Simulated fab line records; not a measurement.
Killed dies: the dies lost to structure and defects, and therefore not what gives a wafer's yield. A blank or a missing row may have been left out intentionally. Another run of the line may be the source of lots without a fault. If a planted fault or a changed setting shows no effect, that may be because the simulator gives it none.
A struck lot beside a sound one || flow rit_cmos || 16 steps out of a route of 202
Sound: the wafers L979.1, L979.3, L979.5. Wafers L995.1, L995.2, L995.3 were the ones struck. The cause is given at the end.
Each step with rows lists, per side, the tool, then ch with its chambers, then its first start. Under that, the readings that differ: sound wafers || struck wafers || difference of the means || sigmas: that difference in standard deviations of wafers without a fault.
alike: same words and numbers on both sides, and readings whose means sit less than 2 such deviations apart. not compared: any withheld reading, any reading some wafer has no value for, any bound like >300 that may hide the same value, and any number with overlapping values for which the record gives no deviation.
The two part at a step that has a row with sigmas, a row that says differs or no value, or rows on one side only. Numbers that have no deviation but don't overlap get no sigmas and don't part them. A reading missing from all wafers of one side parts the sides only when that side holds two or more wafers.

RIT_PWELL_TW_MEAS_10:
  sound on film_metro-04, day 2 13:48; struck on film_metro-01, day 5 22:14
  alike: PWELL_TW
then, 1 step without rows for these wafers: RIT_WELLDRIVE_ANNEAL_00 (time 14700 s).
RIT_WELLDRIVE_RS_MEAS_01: measurement is done with a four-point probe.
  sound on film_metro-01, day 2 18:59; struck on film_metro-02, day 6 03:23
  alike: NWELL_RS
RIT_WELLDRIVE_RS_MEAS_02: measurement is done with a four-point probe.
  sound on film_metro-01, day 2 19:07; struck on film_metro-02, day 6 03:30
  alike: PWELL_RS
then, 6 steps without rows for these wafers: RIT_NRETRO_HMDS_00 (prime time 60 s); RIT_NRETRO_COAT_01 (resist thk 1300 nm); RIT_NRETRO_SOFTBAKE_02 (time 60 s); RIT_NRETRO_EXPOSE_03 (exposes mask M4, target cd 43900 nm); RIT_NRETRO_PEB_04; RIT_NRETRO_DEVELOP_05 (develop time 68 s).
RIT_NRETRO_OVL_MEAS_06:
  sound on overlay-01, day 2 20:14; struck on overlay-02, day 6 04:30
  alike: NRETRO_OVL
then, 1 step without rows for these wafers: RIT_NRETRO_HARDBAKE_07 (time 120 s).
RIT_NRETRO_IMPLANT_08:
  sound on implanter-02 ch 0, day 2 20:31; struck on implanter-04 ch 0, day 6 04:47
{"reading": "dose_ions_cm2", "sound": "1.0002e+13 1.0005e+13 9.994e+12", "struck": "1.4156e+13 1.4166e+13 1.4166e+13", "difference": "+4.1623e+12", "sigmas": "+99 or more"}
{"reading": "faraday_current_uA", "sound": "31.4 31.7 30.9", "struck": "45.3 43.7 43.3", "difference": "+12.8", "sigmas": "+23"}
  alike: beam_on_s
RIT_NRETRO_STRIP_09: strips in O2, time 180 s.
  sound on plasma_asher-01 ch 0,1, day 2 20:40; struck on plasma_asher-04 ch 0,1, day 6 04:56
  alike: drypump_motor_current_A
  not compared: rf_hours_counter_h
RIT_NRETRO_TW_MEAS_10:
  sound on film_metro-02, day 2 20:50; struck on film_metro-01, day 6 05:20
{"reading": "NRETRO_TW", "sound": "1046 1043 1046", "struck": "1147 1149 1153", "difference": "+105", "sigmas": "+9"}
  not compared: hold
RIT_M1_PROBE_99:
  only the struck wafers here have rows in the record (prober-02, day 7 15:08); the sound ones have none

== WHERE THEY PART ==
Earliest at RIT_NRETRO_IMPLANT_08; latest, in this record, at RIT_M1_PROBE_99.

WHY: whatever the simulator had introduced
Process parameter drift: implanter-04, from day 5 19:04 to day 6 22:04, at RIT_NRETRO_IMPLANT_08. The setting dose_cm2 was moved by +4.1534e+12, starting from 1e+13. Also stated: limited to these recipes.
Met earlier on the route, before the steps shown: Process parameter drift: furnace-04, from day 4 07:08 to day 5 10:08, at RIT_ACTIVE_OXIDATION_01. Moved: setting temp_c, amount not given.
